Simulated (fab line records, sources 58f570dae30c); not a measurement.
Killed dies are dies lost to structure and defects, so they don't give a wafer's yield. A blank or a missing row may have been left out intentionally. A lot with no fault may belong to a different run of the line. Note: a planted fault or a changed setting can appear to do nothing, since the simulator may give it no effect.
Which tool did it? | flow berkeleyCmos170 | Sampling: 14 lots, 42 wafers, 6 of 331 route steps

## WHAT THE GAUGES SHOWED, per wafer
UCB170_V2_OVL_MEAS_13. Usual: for V2_OVL the level is 1 nm and the standard deviation is 5.6.
lot  | measured     | on         | V2_OVL (nm) | flag
L232 | day 8 01:35  | overlay-01 | 1 0 -3      | 
L233 | day 8 11:14  | overlay-01 | -8 -10 -4   | 
L235 | day 8 12:54  | overlay-01 | -1 4 2      | 
L236 | day 8 13:10  | overlay-02 | 7 11 12     | 
L237 | day 8 16:50  | overlay-02 | 1 -6 1      | 
L238 | day 8 23:09  | overlay-02 | -5 -2 -9    | 
L239 | day 9 10:17  | overlay-01 | -1 5 4      | 
L240 | day 9 10:44  | overlay-01 | 0 3 1       | 
L241 | day 9 11:00  | overlay-02 | 19 4 7      | 
L242 | day 9 11:17  | overlay-01 | -6 -2 1     | 
L249 | day 10 21:17 | overlay-02 | -2 1 -4     | 
L250 | day 11 10:58 | overlay-02 | -3 2 -4     | 
L254 | day 12 04:44 | overlay-01 | -6 1 -5     | 
L253 | day 12 05:05 | overlay-01 | 4 5 7       | 

UCB170_M3_RS_MEAS_02: measurement is done with a four-point probe. Usual: for M3_AL_RS the level is 0.0324 ohm/sq and the standard deviation is 0.00037.
lot  | measured     | on           | M3_AL_RS (ohm/sq)    | flag
L232 | day 8 02:10  | filmMetro-04 | 0.0323 0.0326 0.0323 | 
L233 | day 8 11:51  | filmMetro-01 | 0.0317 0.0314 0.0318 | 
L235 | day 8 13:30  | filmMetro-01 | 0.0313 0.0317 0.0319 | 
L236 | day 8 13:46  | filmMetro-04 | 0.0326 0.0322 0.0324 | 
L237 | day 8 17:26  | filmMetro-03 | 0.0326 0.0326 0.0326 | 
L238 | day 8 23:48  | filmMetro-03 | 0.0326 0.0323 0.0323 | 
L239 | day 9 10:52  | filmMetro-03 | 0.0329 0.0327 0.0330 | 
L240 | day 9 11:20  | filmMetro-03 | 0.0325 0.0324 0.0321 | 
L241 | day 9 11:35  | filmMetro-04 | 0.0327 0.0325 0.0330 | 
L242 | day 9 11:54  | filmMetro-03 | 0.0321 0.0319 0.0322 | 
L249 | day 10 21:53 | filmMetro-03 | 0.0346 0.0324 0.0325 | 
L250 | day 11 11:33 | filmMetro-01 | 0.0324 0.0346 0.0325 | 
L254 | day 12 05:19 | filmMetro-04 | 0.0321 0.0322 0.0321 | 
L253 | day 12 05:40 | filmMetro-01 | 0.0322 0.0323 0.0328 | 

UCB170_M3_THK_MEAS_03: measures by xrf. Usual: for M3_AL_THK the level is 894 nm and the standard deviation is 12.
lot  | measured     | on           | M3_AL_THK (nm) | flag
L232 | day 8 02:17  | filmMetro-04 | 897 885 896    | 
L233 | day 8 11:58  | filmMetro-01 | 921 925 914    | 
L235 | day 8 13:37  | filmMetro-01 | 931 920 914    | 
L236 | day 8 13:53  | filmMetro-04 | 893 899 891    | 
L237 | day 8 17:33  | filmMetro-03 | 883 884 891    | 
L238 | day 8 23:55  | filmMetro-03 | 884 897 896    | 
L239 | day 9 10:59  | filmMetro-03 | 873 881 877    | 
L240 | day 9 11:26  | filmMetro-03 | 887 889 897    | 
L241 | day 9 11:43  | filmMetro-04 | 883 886 871    | 
L242 | day 9 12:00  | filmMetro-03 | 897 902 887    | 
L249 | day 10 22:00 | filmMetro-03 | 835 886 884    | 
L250 | day 11 11:40 | filmMetro-01 | 895 844 894    | 
L254 | day 12 05:26 | filmMetro-04 | 898 906 908    | 
L253 | day 12 05:47 | filmMetro-01 | 898 895 878    | 

UCB170_M3_OVL_MEAS_16. Usual: for M3_OVL the level is -4 nm and the standard deviation is 5.4.
lot  | measured     | on         | M3_OVL (nm) | flag
L232 | day 8 04:47  | overlay-02 | -2 -7 -6    | 
L233 | day 8 14:25  | overlay-01 | -3 -4 -4    | 
L235 | day 8 15:52  | overlay-02 | 3 3 5       | 
L236 | day 8 15:58  | overlay-01 | -11 -8 -9   | 
L237 | day 8 19:44  | overlay-02 | -11 -9 -3   | 
L238 | day 9 01:50  | overlay-02 | 3 -4 -2     | 
L239 | day 9 13:40  | overlay-02 | 0 -8 -6     | 
L240 | day 9 13:56  | overlay-02 | -10 -14 -11 | 
L241 | day 9 14:29  | overlay-02 | -2 -9 -2    | 
L242 | day 9 14:42  | overlay-01 | -7 -4 -10   | 
L249 | day 10 23:52 | overlay-01 | 3 -6 -2     | 
L250 | day 11 13:33 | overlay-01 | -11 3 -6    | 
L254 | day 12 07:23 | overlay-01 | -16 -10 -12 | 
L253 | day 12 07:47 | overlay-01 | -2 -5 0     | 

## TOOL THAT RAN EACH LOT (tool first, then ch and the chambers of the sampled wafers, then the start)
lot  | UCB170_V2_CMP_02              | UCB170_M3_SPUTTER_01
L232 | cmp-02 ch 0,1,3, day 7 23:51  | pvdSputter-04, day 8 02:05
L233 | cmp-01 ch 2,3, day 8 09:13    | pvdSputter-04, day 8 11:44
L235 | cmp-01 ch 0,1,3, day 8 09:56  | pvdSputter-03, day 8 13:24
L236 | cmp-02 ch 0,3, day 8 09:58    | pvdSputter-04, day 8 13:40
L237 | cmp-01 ch 1,2,3, day 8 15:01  | pvdSputter-04, day 8 17:20
L238 | cmp-01 ch 0,1,2, day 8 20:35  | pvdSputter-02, day 8 23:41
L239 | cmp-01 ch 1,3, day 9 08:29    | pvdSputter-02, day 9 10:47
L240 | cmp-02 ch 1,2,3, day 9 08:50  | pvdSputter-04, day 9 11:14
L241 | cmp-01 ch 0,1,2, day 9 09:03  | pvdSputter-02, day 9 11:30
L242 | cmp-02 ch 1,2,3, day 9 09:15  | pvdSputter-04, day 9 11:47
L249 | cmp-01 ch 0,1,3, day 10 19:22 | pvdSputter-04, day 10 21:47
L250 | cmp-01 ch 2,3, day 11 09:13   | pvdSputter-04, day 11 11:28
L254 | cmp-02 ch 0,1,3, day 12 02:51 | pvdSputter-02, day 12 05:14
L253 | cmp-01 ch 0,1, day 12 03:04   | pvdSputter-03, day 12 05:35
- UCB170_V2_CMP_02: polishes SiO2.
- UCB170_M3_SPUTTER_01: material Al, target thk 900 nm, time 120 s.

## AS READ BY THE TOOLS THEMSELVES (means over the sampled wafers that have a number; for cases with no such wafer, the mark the record gives instead)
UCB170_V2_CMP_02. Usual: motorCurrentA 16.1 A, standard deviation 1.9; slurryFlowMlMin 150.0, standard deviation 0.43.
lot  | tool   | motorCurrentA (A) | slurryFlowMlMin | flag
L232 | cmp-02 | 15.3              | 150.4           | 
L233 | cmp-01 | 17.5              | 149.9           | 
L235 | cmp-01 | 16.4              | 150.0           | 
L236 | cmp-02 | 16.2              | 150.0           | 
L237 | cmp-01 | 17.1              | 150.0           | 
L238 | cmp-01 | 15.5              | 149.7           | 
L239 | cmp-01 | 17.3              | 150.2           | 
L240 | cmp-02 | 15.2              | 149.8           | 
L241 | cmp-01 | 16.0              | 150.2           | 
L242 | cmp-02 | 15.7              | 150.4           | 
L249 | cmp-01 | 16.2              | 150.1           | 
L250 | cmp-01 | 17.9              | 150.0           | 
L254 | cmp-02 | 15.5              | 150.3           | 
L253 | cmp-01 | 15.3              | 149.8           | 

UCB170_M3_SPUTTER_01. Usual: throttleValvePct 30.1 %, standard deviation 0.85.
lot  | tool          | throttleValvePct (%) | flag
L232 | pvdSputter-04 | 29.7                 | 
L233 | pvdSputter-04 | 30.2                 | 
L235 | pvdSputter-03 | 30.9                 | 
L236 | pvdSputter-04 | 29.6                 | 
L237 | pvdSputter-04 | 29.7                 | 
L238 | pvdSputter-02 | 30.3                 | 
L239 | pvdSputter-02 | 30.5                 | 
L240 | pvdSputter-04 | 30.2                 | 
L241 | pvdSputter-02 | 30.1                 | 
L242 | pvdSputter-04 | 29.5                 | 
L249 | pvdSputter-04 | 29.7                 | 
L250 | pvdSputter-04 | 29.9                 | 
L254 | pvdSputter-02 | 30.2                 | 
L253 | pvdSputter-03 | 30.9                 | 

## THE ANSWER, worked out from the rows above alone
Rule: a lot counts as off when the mean over its wafers that have a number is more than 3 standard deviations away from the usual mean. A lot without any number at a reading at which 4 lots or more have one is off too. Where the step has rows for the other lots, those lots are counted as sound. The gauges are gone through in route order, then the tools' own readings, and for those a lot's mean is taken as printed above. At the first step where some lot is off, the reading lying furthest off is the one used; lots without a number count as furthest.
No lot is off on any of the readings shown, so nothing can be concluded from this.

## WHAT HAD BEEN PUT IN BY THE SIMULATOR
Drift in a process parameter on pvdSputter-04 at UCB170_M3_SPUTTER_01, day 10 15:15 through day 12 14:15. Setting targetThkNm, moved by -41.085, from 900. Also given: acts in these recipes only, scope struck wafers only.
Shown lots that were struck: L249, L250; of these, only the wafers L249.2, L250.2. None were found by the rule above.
